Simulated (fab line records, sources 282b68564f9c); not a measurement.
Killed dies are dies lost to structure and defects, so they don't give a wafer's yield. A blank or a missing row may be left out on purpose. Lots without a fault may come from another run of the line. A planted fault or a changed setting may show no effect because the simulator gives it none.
Split-lot experiment | flow rit_cmos | 5 lots, 23 wafers read, on a route of 202 steps

THE SPLIT
At RIT_ACTIVE_ETCH_13 (etches Si3N4 in SF6, stops on SiO2, time 210 s, target depth 210 nm), the setting time_s was moved away from the recipe's 210 s on 10 of the 23 wafers read, by -10.6% to +14.5%. The other wafers ran this setting at the recipe's value.

The reading is taken at the split's own step.

THE READING
NOVOLAK_of_ACTIVE_COAT_06.thk_nm (the simulator's own value, which no gauge read), in nm, at RIT_ACTIVE_ETCH_13 (etches Si3N4 in SF6, stops on SiO2, time 210 s, target depth 210 nm). The file gives no usual value for it. The 13 wafers here that ran the recipe average 653.7 nm, standard deviation 5.5 nm.

wafer  | tool, chamber at the split | time_s as run, s | against the recipe | NOVOLAK_of_ACTIVE_COAT_06.thk_nm, nm | against lot-mates on the recipe
L075.2 | rie_diel-04, 3             | 187.7            | -10.6%             | 677.1                                | +25.3
L075.3 | rie_diel-04, 2             | 187.7            | -10.6%             | 673.2                                | +21.4
L075.4 | rie_diel-04, 0             | 187.7            | -10.6%             | 670.2                                | +18.4
L075.5 | rie_diel-04, 2             | 210              | recipe             | 650.8                                | -
L075.6 | rie_diel-04, 3             | 210              | recipe             | 652.9                                | -
L077.1 | rie_diel-03, 2             | 199.5            | -5.0%              | 663.5                                | +14.7
L077.3 | rie_diel-03, 3             | 210              | recipe             | 654.9                                | -
L077.4 | rie_diel-03, 1             | 210              | recipe             | 645.3                                | -
L077.5 | rie_diel-03, 1             | 210              | recipe             | 646.1                                | -
L077.6 | rie_diel-03, 2             | 199.5            | -5.0%              | 663.1                                | +14.3
L078.1 | rie_diel-04, 1             | 210              | recipe             | 654.4                                | -
L078.2 | rie_diel-04, 3             | 202              | -3.8%              | 660.8                                | +10.0
L078.3 | rie_diel-04, 0             | 202              | -3.8%              | 655.5                                | +4.8
L078.4 | rie_diel-04, 2             | 210              | recipe             | 647.1                                | -
L078.6 | rie_diel-04, 0             | 202              | -3.8%              | 652.1                                | +1.4
L081.1 | rie_diel-03, 1             | 210              | recipe             | 655                                  | -
L081.5 | rie_diel-03, 2             | 210              | recipe             | 656.1                                | -
L081.6 | rie_diel-03, 1             | 210              | recipe             | 651.9                                | -
L085.1 | rie_diel-03, 0             | 210              | recipe             | 661.5                                | -
L085.2 | rie_diel-03, 3             | 210              | recipe             | 664.9                                | -
L085.3 | rie_diel-03, 1             | 210              | recipe             | 656.9                                | -
L085.5 | rie_diel-03, 3             | 240.5            | +14.5%             | 630.2                                | -30.9
L085.6 | rie_diel-03, 0             | 240.5            | +14.5%             | 630.5                                | -30.6

THE FIT
A straight line over all 23 wafers: NOVOLAK_of_ACTIVE_COAT_06.thk_nm changes by -1.68 nm for each +1% of time_s; r = -0.91; the points scatter about the line by 5 nm.
The same after taking each lot's own level away (the mean of its wafers on the recipe; 23 wafers): -2.1 nm for each +1%; r = -0.97; scatter 3.4 nm.
On that fit, the largest move of time_s shifts the reading by 30 nm.
The lots' own levels span 648.77 to 661.10 nm, that is 2.3 times the standard deviation above.
So the lot-to-lot level changes the slope: the two fits differ.
Check: with one of the wafers moved furthest among these (+14.5%) left out of the fit, the line predicts -30.4 nm for it against its lot-mates. It came out at -30.9 nm against them.
Tool readings at the split's step, against how far the setting was moved: oes_product_au r = -0.42.

OTHER SPLITS ON THESE WAFERS
These wafers also went through other splits before the reading. Each is held against what the fit with the lots' levels taken away leaves over:
other split on the same wafers | wafers away from the commonest value | r with NOVOLAK_of_ACTIVE_COAT_06.thk_nm (lot level and that fit taken away)
RIT_ACTIVE_CVD_03 temp_c       | 10                                   | -0.14
RIT_ACTIVE_EXPOSE_08 dose_mj   | 5                                    | +0.13

THE FILE'S OWN FIT
NOVOLAK_of_ACTIVE_COAT_06.thk_nm changes by -2.12 nm for each +1% of time_s, r = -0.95.
